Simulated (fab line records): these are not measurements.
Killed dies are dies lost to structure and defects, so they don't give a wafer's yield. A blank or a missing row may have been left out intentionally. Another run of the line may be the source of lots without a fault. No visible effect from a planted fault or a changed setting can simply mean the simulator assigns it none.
A struck lot beside a sound one    flow berkeleyCmos170    19 out of 331 route steps
Sound: the wafers L788.1, L788.2, L788.3. Struck: wafers L781.1, L781.3, L781.4. The cause is named last.
Order at every step that has rows: each side's tool, ch and its chambers, its first start. Under that, the readings that differ: sound wafers    struck wafers    difference of the means    sigmas: that difference in standard deviations of wafers without a fault.
alike: same words and numbers on both sides, and readings whose means sit less than 2 such deviations apart. not compared: any withheld reading, any reading some wafer has no value for, any bound like >300 that may hide the same value, and any number with overlapping values for which the record gives no deviation.
A row with sigmas, a row that says differs or no value, or rows on one side alone: a step with any of these is where the two part. When numbers do not overlap yet have no deviation, they are printed without sigmas and do not part them. Lack of a reading on every wafer of one side parts them only where that side has two or more wafers.

first, 6 steps without rows for these wafers: UCB170_NVT_HMDS_00 (prime time 60 s); UCB170_NVT_COAT_01 (resist thk 900 nm); UCB170_NVT_SOFTBAKE_02 (time 60 s); UCB170_NVT_EXPOSE_03 (exposes mask PWELL, target cd 3000 nm); UCB170_NVT_PEB_04; UCB170_NVT_DEVELOP_05 (develop time 45 s).
UCB170_NVT_OVL_MEAS_06:
  struck on overlay-02, day 7 09:22; sound on overlay-01, day 8 16:07
  alike: NVT_OVL
following that, these wafers have no rows for 1 step: UCB170_NVT_IMPLANT_07.
UCB170_NVT_STRIP_08: strips in O2.
  sound on plasmaAsher-04 ch 0,1, day 8 16:19; struck on plasmaAsher-04 ch 0,1, day 7 09:34
  alike: chamberPressureMTorr, drypumpMotorCurrentA, oesProductAu, stripTimeToEndpointS
  not compared: rfHoursCounterH
UCB170_NVT_TW_MEAS_09:
  struck on filmMetro-03, day 7 09:40; sound on filmMetro-01, day 8 16:25
reading  sound        struck       difference  sigmas
NVT_TW   535 533 538  520 515 517  -18         -2
then, 2 steps without rows for these wafers: UCB170_NVT_CLEAN_10 (cleans in SPM, time 600 s); UCB170_PVT_HMDS_00 (prime time 60 s).
UCB170_PVT_COAT_01: resist thk 900 nm.
  struck on lithoTrack-02, day 7 11:07; sound on lithoTrack-04 ch 0, day 8 17:14
  no value came back on the struck wafers for chillPlateTempC (C), dispensePressureKPa (kPa); on the sound wafers chillPlateTempC (C) reads 23.10 22.93 22.93
then, 4 steps without rows for these wafers: UCB170_PVT_SOFTBAKE_02 (time 60 s); UCB170_PVT_EXPOSE_03 (exposes mask NWELL, target cd 3000 nm); UCB170_PVT_PEB_04; UCB170_PVT_DEVELOP_05 (develop time 45 s).
UCB170_PVT_OVL_MEAS_06:
  struck on overlay-02, day 7 12:10; sound on overlay-02, day 8 18:07
reading       sound     struck  difference                     sigmas
PVT_OVL (nm)  20 16 21  - - -   no value on the struck wafers  
following that, these wafers have no rows for 1 step: UCB170_PVT_IMPLANT_07.

WHERE THEY PART
Earliest at UCB170_NVT_TW_MEAS_09; latest, in this record, at UCB170_PVT_OVL_MEAS_06.

WHY: whatever the simulator had introduced
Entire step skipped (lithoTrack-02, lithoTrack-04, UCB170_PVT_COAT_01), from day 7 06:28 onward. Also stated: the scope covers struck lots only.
